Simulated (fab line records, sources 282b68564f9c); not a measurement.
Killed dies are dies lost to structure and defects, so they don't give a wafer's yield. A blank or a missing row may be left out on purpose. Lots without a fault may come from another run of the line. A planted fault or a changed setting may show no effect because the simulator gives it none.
fab line records | flow rit_cmos | part 1 of 2: steps 1 to 25 of 36
record lots=5 wafers=15 last_day=6
route steps=202 shown PWELL@48 WELLDRIVE@50 NWELL@51 NRETRO@53 PRETRO@64 GATE@75 FOX2@80
lots that met no fault: from a run of the same line without faults
start_h: hours from the record's first day to the start of the lot's first wafer shown | wait_h: hours since the lot's step before | " the same as in the row above | L1.1+2: a row that stands for several wafers | - no value, or no start given | * or withheld: withheld | < > ~ a bound
route shown NAME@n: a module of which the file shows steps, and the number in the route of the first | usual: mean/standard deviation of fault-free wafers | same: alike in all rows | chamber/n: place in a boat | sites: the reading at each site | _std_site: their standard deviation | _edge_site: outer sites' mean less inner sites' | radius_mm: how far each site lies from the wafer's centre | mask NAME#n: copy n | behind: the tool/chamber that last shaped the wafer | hold: why the lot was held/for how many hours/how that ended | device: the transistor (n, p or np) that didn't switch | end of line: the same wafers' tests at the end of the route | a step without rows: its recipe alone | killed: dies lost to structure and defects at the first sort, not the wafer's yield | map: a wafer's dies, x killed, . not, _ none there
set.NAME: the setting as run; set.NAME@STEP: as run at that earlier step | model.NAME: the simulator's own value behind a step, which no gauge read
lots at some steps of the route; a table a step, a row a wafer
services: from which hour (start_h, from the record's first day; less than 0 if before it) a tool's chamber was out of use, for how many hours, and why
## steps
# step RIT_PWELL_STRIP_09
# recipe chemistry=O2 time_s=180 resist=NOVOLAK platen_temp_c=withheld power_w=500 pressure_mtorr=4000 o2_flow_sccm=4000
# usual drypump_motor_current_A=5.4/0.5
# columns lot.wafer tool chamber start_h wait_h drypump_motor_current_A rf_hours_counter_h
L074.3 plasma_asher-04 1 23.79 0.1 5.0 -
L074.4 " 0 " " 6.2 -
L074.5 " 0 " " 6.2 -
L075.3 plasma_asher-03 0 27.38 0.1 5.7 -
L075.5 " 1 " " 4.9 -
L075.6 " 0 " " 5.7 -
L084.1 plasma_asher-03 0 73.19 0.1 5.7 44
L084.3 " 1 " " 4.9 -
L084.6 " 0 " " 5.7 -
L085.1 plasma_asher-03 0 81.42 0.1 5.7 45
L085.2 " 1 " " 5.0 45
L085.3 " 1 " " 5.0 -
L091.3 plasma_asher-01 0 108.76 0.1 5.3 -
L091.4 " 1 " " 4.8 -
L091.6 " 1 " " 4.8 -
# step RIT_PWELL_TW_MEAS_10
# usual PWELL_TW=946/5.5
# columns lot.wafer tool chamber start_h wait_h PWELL_TW
L074.3 film_metro-03 - 23.93 0.1 942
L074.4 " - " " 945
L074.5 " - " " 946
L075.3 film_metro-03 - 27.51 0.1 942
L075.5 " - " " 945
L075.6 " - " " 939
L084.1 film_metro-02 - 73.36 0.1 949
L084.3 " - " " 944
L084.6 " - " " 945
L085.1 film_metro-03 - 81.60 0.1 935
L085.2 " - " " 941
L085.3 " - " " 945
L091.3 film_metro-02 - 108.89 0.1 946
L091.4 " - " " 940
L091.6 " - " " 939
# step RIT_WELLDRIVE_ANNEAL_00
# recipe temp_c=1100 time_s=14700 ambient=N2
# usual zone_power_centre_pct=48.9/3 zone_power_source_pct=39.2/2.9
# columns lot.wafer tool chamber start_h wait_h zone_power_centre_pct zone_power_source_pct
L074.3 furnace-02 0 23.97 0.0 44.6 43.1
L074.4 " 0 " " 45.5 43.2
L074.5 " 0 " " 45.2 43.0
L075.3 furnace-01 0 27.55 0.0 49.4 37.4
L075.5 " 0 " " 49.1 36.9
L075.6 " 0 " " 49.6 37.3
L084.1 furnace-04 0 73.61 0.2 53.0 37.5
L084.3 " 0 " " 51.9 37.2
L084.6 " 0 " " 52.9 37.6
L085.1 furnace-04 0 81.66 0.1 52.1 37.1
L085.2 " 0 " " 52.6 37.2
L085.3 " 0 " " 52.5 36.9
L091.3 furnace-02 0 109.57 0.7 45.1 43.7
L091.4 " 0 " " 44.9 43.8
L091.6 " 0 " " 45.7 42.8
# step RIT_WELLDRIVE_RS_MEAS_01
# recipe thk_meas_gauge=four-point-probe
# usual NWELL_RS=276.2/0.94
# columns lot.wafer tool chamber start_h wait_h NWELL_RS[ohm/sq]
L074.3 film_metro-03 - 29.09 0.0 277.5
L074.4 " - " " 276.6
L074.5 " - " " 277.2
L075.3 film_metro-03 - 32.68 0.0 276.7
L075.5 " - " " 277.1
L075.6 " - " " 277.0
L084.1 film_metro-03 - 78.69 0.0 276.7
L084.3 " - " " 276.0
L084.6 " - " " 276.1
L085.1 film_metro-03 - 86.74 0.0 275.7
L085.2 " - " " 276.2
L085.3 " - " " 276.5
L091.3 film_metro-03 - 114.69 0.0 277.4
L091.4 " - " " 277.0
L091.6 " - " " 276.5
# step RIT_WELLDRIVE_RS_MEAS_02
# recipe thk_meas_gauge=four-point-probe
# usual PWELL_RS=430.1/1.3
# columns lot.wafer tool chamber start_h wait_h PWELL_RS[ohm/sq]
L074.3 film_metro-03 - 29.21 0.1 430.9
L074.4 " - " " 429.3
L074.5 " - " " 429.6
L075.3 film_metro-03 - 32.80 0.1 432.1
L075.5 " - " " 432.7
L075.6 " - " " 432.4
L084.1 film_metro-03 - 78.81 0.1 429.2
L084.3 " - " " 429.0
L084.6 " - " " 428.8
L085.1 film_metro-03 - 86.86 0.1 431.6
L085.2 " - " " 431.9
L085.3 " - " " 430.7
L091.3 film_metro-03 - 114.81 0.1 429.8
L091.4 " - " " 429.7
L091.6 " - " " 431.8
# step RIT_NRETRO_HMDS_00
# recipe prime_time_s=60 prime_temp_c=140
# usual exhaust_pa=45.0/0.84
# columns lot.wafer tool chamber start_h wait_h exhaust_pa
L074.3 litho_track-01 0 29.34 0.1 45.4
L074.4 " 0 " " 44.4
L074.5 " 0 " " 44.9
L075.3 litho_track-03 0 32.93 0.1 44.5
L075.5 " 0 " " 45.2
L075.6 " 0 " " 44.6
L084.1 litho_track-02 0 78.98 0.1 47.4
L084.3 " 0 " " 45.4
L084.6 " 0 " " 45.0
L085.1 litho_track-02 0 86.98 0.1 45.3
L085.2 " 0 " " 45.2
L085.3 " 0 " " 45.0
L091.3 litho_track-03 0 114.94 0.1 44.9
L091.4 " 0 " " 44.2
L091.6 " 0 " " 43.8
# step RIT_NRETRO_COAT_01
# recipe resist=NOVOLAK spin_rpm=2000 resist_thk_nm=1300
# usual exhaust_pa=44.9/0.76
# columns lot.wafer tool chamber start_h wait_h exhaust_pa
L074.3 litho_track-01 0 29.49 0.1 44.2
L074.4 " 0 " " 45.6
L074.5 " 0 " " 44.6
L075.3 litho_track-03 0 33.08 0.1 46.0
L075.5 " 0 " " 46.1
L075.6 " 0 " " 46.6
L084.1 litho_track-02 0 79.13 0.1 44.6
L084.3 " 0 " " 44.0
L084.6 " 0 " " 44.3
L085.1 litho_track-02 0 87.13 0.1 45.4
L085.2 " 0 " " 45.3
L085.3 " 0 " " 45.0
L091.3 litho_track-03 0 115.09 0.1 44.6
L091.4 " 0 " " 44.4
L091.6 " 0 " " 44.8
# step RIT_NRETRO_SOFTBAKE_02
# recipe resist=NOVOLAK temp_c=90 time_s=60
# usual exhaust_pa=45.1/1 heater_power_total_W=34.56/0.05 plate_temp_C=89.97/0.12
# columns lot.wafer tool chamber start_h wait_h exhaust_pa heater_power_total_W plate_temp_C
L074.3 litho_track-01 0 29.64 0.1 47.2 34.63 89.87
L074.4 " 0 " " 45.4 34.60 89.88
L074.5 " 0 " " 44.5 34.65 89.82
L075.3 litho_track-03 0 33.23 0.1 44.7 34.58 89.95
L075.5 " 0 " " 44.0 34.53 90.09
L075.6 " 0 " " 43.4 34.60 89.99
L084.1 litho_track-02 0 79.28 0.1 46.3 34.48 89.85
L084.3 " 0 " " 45.8 34.58 90.01
L084.6 " 0 " " 43.8 34.64 89.71
L085.1 litho_track-02 0 87.28 0.1 44.2 34.50 90.03
L085.2 " 0 " " 43.7 34.54 90.15
L085.3 " 0 " " 44.6 34.62 90.12
L091.3 litho_track-03 0 115.24 0.1 44.2 34.54 89.98
L091.4 " 0 " " 43.6 34.55 89.89
L091.6 " 0 " " 45.2 34.50 89.90
# step RIT_NRETRO_EXPOSE_03
# recipe mask_id=M4 na=0.57 target_cd_nm=43900 dose_mj=250
# usual focus_offset_nm=0.1/0.55 reticle_temp_C=23.02/0.1
# columns lot.wafer tool chamber start_h wait_h mask focus_offset_nm reticle_temp_C
L074.3 iline_stepper-01 0 29.78 0.1 M4#0 0.3 23.01
L074.4 " 0 " " M4#0 0.0 23.16
L074.5 " 0 " " M4#0 -0.1 23.15
L075.3 iline_stepper-01 0 33.37 0.1 M4#0 0.5 23.06
L075.5 " 0 " " M4#0 -0.3 23.13
L075.6 " 0 " " M4#0 0.5 23.07
L084.1 iline_stepper-02 0 79.55 0.2 M4#0 0.7 22.82
L084.3 " 0 " " M4#0 0.8 22.94
L084.6 " 0 " " M4#0 0.9 23.04
L085.1 iline_stepper-02 0 87.55 0.2 M4#0 0.3 23.14
L085.2 " 0 " " M4#0 0.2 23.16
L085.3 " 0 " " M4#0 0.4 23.12
L091.3 iline_stepper-02 0 115.38 0.1 M4#0 0.6 22.91
L091.4 " 0 " " M4#0 0.3 22.81
L091.6 " 0 " " M4#0 0.6 22.93
# step RIT_NRETRO_PEB_04
# recipe resist=NOVOLAK temp_c=withheld time_s=withheld
# usual exhaust_pa=45.0/0.9
# columns lot.wafer tool chamber start_h wait_h exhaust_pa
L074.3 litho_track-02 0 29.91 0.1 45.4
L074.4 " 0 " " 44.9
L074.5 " 0 " " 47.0
L075.3 litho_track-02 0 33.49 0.1 45.0
L075.5 " 0 " " 46.5
L075.6 " 0 " " 46.1
L084.1 litho_track-03 0 79.67 0.1 45.1
L084.3 " 0 " " 45.4
L084.6 " 0 " " 46.6
L085.1 litho_track-03 0 87.67 0.1 44.8
L085.2 " 0 " " 45.2
L085.3 " 0 " " 44.3
L091.3 litho_track-01 0 115.51 0.1 44.8
L091.4 " 0 " " 44.0
L091.6 " 0 " " 44.7
# step RIT_NRETRO_DEVELOP_05
# recipe resist=NOVOLAK develop_time_s=68 dev_temp_c=23
# usual exhaust_pa=44.8/0.81
# columns lot.wafer tool chamber start_h wait_h exhaust_pa
L074.3 litho_track-02 0 - - 43.8
L074.4 " 0 " " 44.8
L074.5 " 0 " " 44.0
L075.3 litho_track-02 0 - - 45.9
L075.5 " 0 " " 45.1
L075.6 " 0 " " 45.0
L084.1 litho_track-03 0 - - 44.9
L084.3 " 0 " " 45.9
L084.6 " 0 " " 44.6
L085.1 litho_track-03 0 - - 45.3
L085.2 " 0 " " 47.0
L085.3 " 0 " " 45.9
L091.3 litho_track-01 0 - - 45.0
L091.4 " 0 " " 44.8
L091.6 " 0 " " 45.4
# step RIT_NRETRO_OVL_MEAS_06
# usual NRETRO_OVL=0.8/1.2
# columns lot.wafer tool chamber start_h wait_h NRETRO_OVL[nm]
L074.3 overlay-01 - 30.18 - -0.5
L074.4 " - " " 0.4
L074.5 " - " " 0.3
L075.3 overlay-02 - 33.77 - -0.2
L075.5 " - " " 0.0
L075.6 " - " " 0.2
L084.1 overlay-01 - 79.98 - 0.4
L084.3 " - " " 0.6
L084.6 " - " " 0.8
L085.1 overlay-02 - 87.98 - -1.8
L085.2 " - " " 1.0
L085.3 " - " " 1.5
L091.3 overlay-02 - 115.78 - 0.2
L091.4 " - " " 0.5
L091.6 " - " " 0.7
# step RIT_NRETRO_HARDBAKE_07
# recipe resist=NOVOLAK temp_c=140 time_s=120
# usual exhaust_pa=44.8/0.9 heater_power_total_W=52.02/0.063 plate_temp_C=139.99/0.13
# columns lot.wafer tool chamber start_h wait_h exhaust_pa heater_power_total_W plate_temp_C
L074.3 litho_track-03 0 30.29 0.1 44.8 51.99 140.11
L074.4 " 0 " " 45.0 52.04 139.94
L074.5 " 0 " " 45.0 52.02 139.96
L075.3 litho_track-01 0 33.88 0.1 45.9 52.04 139.88
L075.5 " 0 " " 45.5 51.94 139.81
L075.6 " 0 " " 43.9 52.05 139.84
L084.1 litho_track-02 0 80.02 0.0 45.3 52.02 139.94
L084.3 " 0 " " 45.9 51.92 140.06
L084.6 " 0 " " 46.9 52.01 140.07
L085.1 litho_track-03 0 88.02 0.0 45.4 52.20 139.94
L085.2 " 0 " " 46.4 51.95 140.14
L085.3 " 0 " " 44.8 52.03 139.79
L091.3 litho_track-02 0 115.89 0.1 46.0 52.19 140.14
L091.4 " 0 " " 45.3 52.02 139.95
L091.6 " 0 " " 44.9 52.02 139.97
# step RIT_NRETRO_IMPLANT_08
# recipe species=P energy_kev=69.49 dose_cm2=1e+13 tilt_deg=7
# columns lot.wafer tool chamber start_h wait_h
L074.3+4+5 implanter-02 0 30.51 0.2
L075.3+5+6 implanter-02 0 34.09 0.2
L084.1+3+6 implanter-01 0 80.27 0.2
L085.1+2+3 implanter-02 0 88.27 0.2
L091.3+4+6 implanter-02 0 116.11 0.2
# step RIT_NRETRO_STRIP_09
# recipe chemistry=O2 time_s=180 resist=NOVOLAK platen_temp_c=withheld power_w=500 pressure_mtorr=4000 o2_flow_sccm=4000
# usual drypump_motor_current_A=5.6/0.57
# columns lot.wafer tool chamber start_h wait_h drypump_motor_current_A rf_hours_counter_h
L074.3 plasma_asher-04 0 30.67 0.1 6.1 -
L074.4 " 1 " " 5.0 -
L074.5 " 0 " " 6.2 -
L075.3 plasma_asher-02 0 34.25 0.1 6.0 -
L075.5 " 0 " " 6.0 -
L075.6 " 1 " " 6.5 -
L084.1 plasma_asher-02 1 80.42 0.1 6.5 28
L084.3 " 0 " " 6.0 -
L084.6 " 0 " " 5.9 -
L085.1 plasma_asher-04 0 88.42 0.1 6.2 45
L085.2 " 1 " " 5.0 45
L085.3 " 1 " " 5.0 -
L091.3 plasma_asher-03 1 116.27 0.1 5.0 -
L091.4 " 0 " " 5.7 -
L091.6 " 0 " " 5.7 -
# step RIT_NRETRO_TW_MEAS_10
# usual NRETRO_TW=1048/6.1
# columns lot.wafer tool chamber start_h wait_h NRETRO_TW
L074.3 film_metro-01 - 30.80 0.1 1050
L074.4 " - " " 1047
L074.5 " - " " 1048
L075.3 film_metro-01 - 34.39 0.1 1057
L075.5 " - " " 1051
L075.6 " - " " 1046
L084.1 film_metro-01 - 80.59 0.1 1048
L084.3 " - " " 1057
L084.6 " - " " 1057
L085.1 film_metro-01 - 88.60 0.1 1054
L085.2 " - " " 1056
L085.3 " - " " 1052
L091.3 film_metro-02 - 116.40 0.1 1041
L091.4 " - " " 1040
L091.6 " - " " 1033
# step RIT_PRETRO_HMDS_00
# recipe prime_time_s=60 prime_temp_c=140
# usual exhaust_pa=45.3/0.82
# columns lot.wafer tool chamber start_h wait_h exhaust_pa
L074.3 litho_track-04 0 30.89 0.1 46.2
L074.4 " 0 " " 45.3
L074.5 " 0 " " 45.3
L075.3 litho_track-02 0 34.48 0.1 44.7
L075.5 " 0 " " 44.2
L075.6 " 0 " " 44.8
L084.1 litho_track-04 0 80.67 0.1 45.4
L084.3 " 0 " " 44.4
L084.6 " 0 " " 45.1
L085.1 litho_track-03 0 88.66 0.1 44.6
L085.2 " 0 " " 44.8
L085.3 " 0 " " 45.3
L091.3 litho_track-02 0 116.49 0.1 45.3
L091.4 " 0 " " 44.9
L091.6 " 0 " " 43.9
# step RIT_PRETRO_COAT_01
# recipe resist=NOVOLAK spin_rpm=2000 resist_thk_nm=1300
# usual exhaust_pa=44.9/0.9
# columns lot.wafer tool chamber start_h wait_h exhaust_pa
L074.3 litho_track-04 0 31.04 0.1 43.4
L074.4 " 0 " " 43.4
L074.5 " 0 " " 45.4
L075.3 litho_track-02 0 34.63 0.1 46.3
L075.5 " 0 " " 45.4
L075.6 " 0 " " 45.5
L084.1 litho_track-04 0 80.82 0.1 44.1
L084.3 " 0 " " 44.7
L084.6 " 0 " " 44.6
L085.1 litho_track-03 0 88.81 0.1 45.5
L085.2 " 0 " " 45.2
L085.3 " 0 " " 45.1
L091.3 litho_track-02 0 116.64 0.1 46.4
L091.4 " 0 " " 45.6
L091.6 " 0 " " 45.3
# step RIT_PRETRO_SOFTBAKE_02
# recipe resist=NOVOLAK temp_c=90 time_s=60
# usual exhaust_pa=45.1/0.78 heater_power_total_W=34.56/0.043 plate_temp_C=90.01/0.13
# columns lot.wafer tool chamber start_h wait_h exhaust_pa heater_power_total_W plate_temp_C
L074.3 litho_track-04 0 31.19 0.1 45.2 34.64 89.97
L074.4 " 0 " " 44.3 34.49 90.16
L074.5 " 0 " " 45.3 34.54 90.12
L075.3 litho_track-02 0 34.78 0.1 44.3 34.54 89.80
L075.5 " 0 " " 45.2 34.48 89.96
L075.6 " 0 " " 43.8 34.59 89.74
L084.1 litho_track-04 0 80.97 0.1 44.4 34.63 89.91
L084.3 " 0 " " 45.2 34.55 89.80
L084.6 " 0 " " 44.3 34.49 89.92
L085.1 litho_track-03 0 88.96 0.1 44.0 34.58 89.97
L085.2 " 0 " " 46.8 34.57 89.91
L085.3 " 0 " " 44.3 34.57 89.80
L091.3 litho_track-02 0 116.79 0.1 46.8 34.54 89.98
L091.4 " 0 " " 45.0 34.49 89.99
L091.6 " 0 " " 44.9 34.67 89.97
# step RIT_PRETRO_EXPOSE_03
# recipe mask_id=M5 na=0.57 target_cd_nm=43700 dose_mj=250
# usual focus_offset_nm=0.1/0.48 reticle_temp_C=23.01/0.11
# columns lot.wafer tool chamber start_h wait_h mask focus_offset_nm reticle_temp_C
L074.3 iline_stepper-01 0 31.46 0.2 M5#0 -0.4 22.87
L074.4 " 0 " " M5#0 -0.6 22.98
L074.5 " 0 " " M5#0 -0.6 23.01
L075.3 iline_stepper-01 0 34.92 0.1 M5#0 0.3 23.16
L075.5 " 0 " " M5#0 0.0 23.19
L075.6 " 0 " " M5#0 0.6 23.17
L084.1 iline_stepper-02 0 81.12 0.1 M5#0 0.4 23.07
L084.3 " 0 " " M5#0 0.2 22.95
L084.6 " 0 " " M5#0 0.2 23.02
L085.1 iline_stepper-01 0 89.11 0.1 M5#0 -0.1 23.18
L085.2 " 0 " " M5#0 -0.3 23.10
L085.3 " 0 " " M5#0 -0.1 23.04
L091.3 iline_stepper-02 0 116.93 0.1 M5#0 0.5 23.10
L091.4 " 0 " " M5#0 0.3 22.95
L091.6 " 0 " " M5#0 -0.2 23.04
# step RIT_PRETRO_PEB_04
# recipe resist=NOVOLAK temp_c=withheld time_s=withheld
# usual exhaust_pa=45.0/1
# columns lot.wafer tool chamber start_h wait_h exhaust_pa
L074.3 litho_track-04 0 31.58 0.1 44.6
L074.4 " 0 " " 45.1
L074.5 " 0 " " 46.6
L075.3 litho_track-04 0 35.04 0.1 44.8
L075.5 " 0 " " 46.3
L075.6 " 0 " " 45.5
L084.1 litho_track-03 0 81.27 0.1 44.3
L084.3 " 0 " " 44.2
L084.6 " 0 " " 46.7
L085.1 litho_track-04 0 89.22 0.1 45.1
L085.2 " 0 " " 44.8
L085.3 " 0 " " 44.9
L091.3 litho_track-03 0 117.06 0.1 45.3
L091.4 " 0 " " 44.0
L091.6 " 0 " " 44.2
# step RIT_PRETRO_DEVELOP_05
# recipe resist=NOVOLAK develop_time_s=68 dev_temp_c=23
# usual exhaust_pa=45.0/0.99
# columns lot.wafer tool chamber start_h wait_h exhaust_pa
L074.3 litho_track-04 0 - - 44.9
L074.4 " 0 " " 45.6
L074.5 " 0 " " 46.3
L075.3 litho_track-04 0 - - 46.3
L075.5 " 0 " " 45.6
L075.6 " 0 " " 46.9
L084.1 litho_track-03 0 - - 44.6
L084.3 " 0 " " 43.9
L084.6 " 0 " " 43.5
L085.1 litho_track-04 0 - - 45.6
L085.2 " 0 " " 46.5
L085.3 " 0 " " 45.4
L091.3 litho_track-03 0 - - 45.4
L091.4 " 0 " " 46.1
L091.6 " 0 " " 45.2
# step RIT_PRETRO_OVL_MEAS_06
# usual PRETRO_OVL=-1.2/1.5
# columns lot.wafer tool chamber start_h wait_h PRETRO_OVL[nm]
L074.3 overlay-01 - 31.86 - 0.2
L074.4 " - " " 0.3
L074.5 " - " " -0.2
L075.3 overlay-02 - 35.32 - -1.3
L075.5 " - " " -0.5
L075.6 " - " " -0.3
L084.1 overlay-01 - 81.58 - -0.9
L084.3 " - " " -0.9
L084.6 " - " " -1.8
L085.1 overlay-01 - 89.54 - -1.5
L085.2 " - " " -0.1
L085.3 " - " " -0.4
L091.3 overlay-02 - 117.34 - -0.3
L091.4 " - " " 1.6
L091.6 " - " " 0.4
# step RIT_PRETRO_HARDBAKE_07
# recipe resist=NOVOLAK temp_c=140 time_s=120
# usual exhaust_pa=45.2/0.91 heater_power_total_W=52.03/0.061 plate_temp_C=139.98/0.13
# columns lot.wafer tool chamber start_h wait_h exhaust_pa heater_power_total_W plate_temp_C
L074.3 litho_track-02 0 31.97 0.1 44.2 52.09 140.01
L074.4 " 0 " " 44.8 51.95 139.69
L074.5 " 0 " " 45.0 51.93 139.88
L075.3 litho_track-02 0 35.43 0.1 44.5 52.01 139.83
L075.5 " 0 " " 45.7 51.96 140.00
L075.6 " 0 " " 45.1 52.03 140.14
L084.1 litho_track-04 0 81.62 0.0 46.2 52.03 139.68
L084.3 " 0 " " 45.4 52.01 139.86
L084.6 " 0 " " 46.1 52.03 139.97
L085.1 litho_track-04 0 89.57 0.0 45.1 52.01 139.95
L085.2 " 0 " " 45.7 52.04 140.27
L085.3 " 0 " " 45.8 52.08 140.08
L091.3 litho_track-03 0 117.44 0.1 44.7 51.95 140.15
L091.4 " 0 " " 44.8 51.98 139.94
L091.6 " 0 " " 44.8 52.03 140.07
# step RIT_PRETRO_IMPLANT_08
# recipe species=B energy_kev=45.71 dose_cm2=1.2e+13 tilt_deg=7
# columns lot.wafer tool chamber start_h wait_h
L074.3+4+5 implanter-03 0 32.18 0.2
L075.3+5+6 implanter-04 0 35.64 0.2
L084.1+3+6 implanter-02 0 81.87 0.2
L085.1+2+3 implanter-03 0 89.82 0.2
L091.3+4+6 implanter-04 0 117.66 0.2
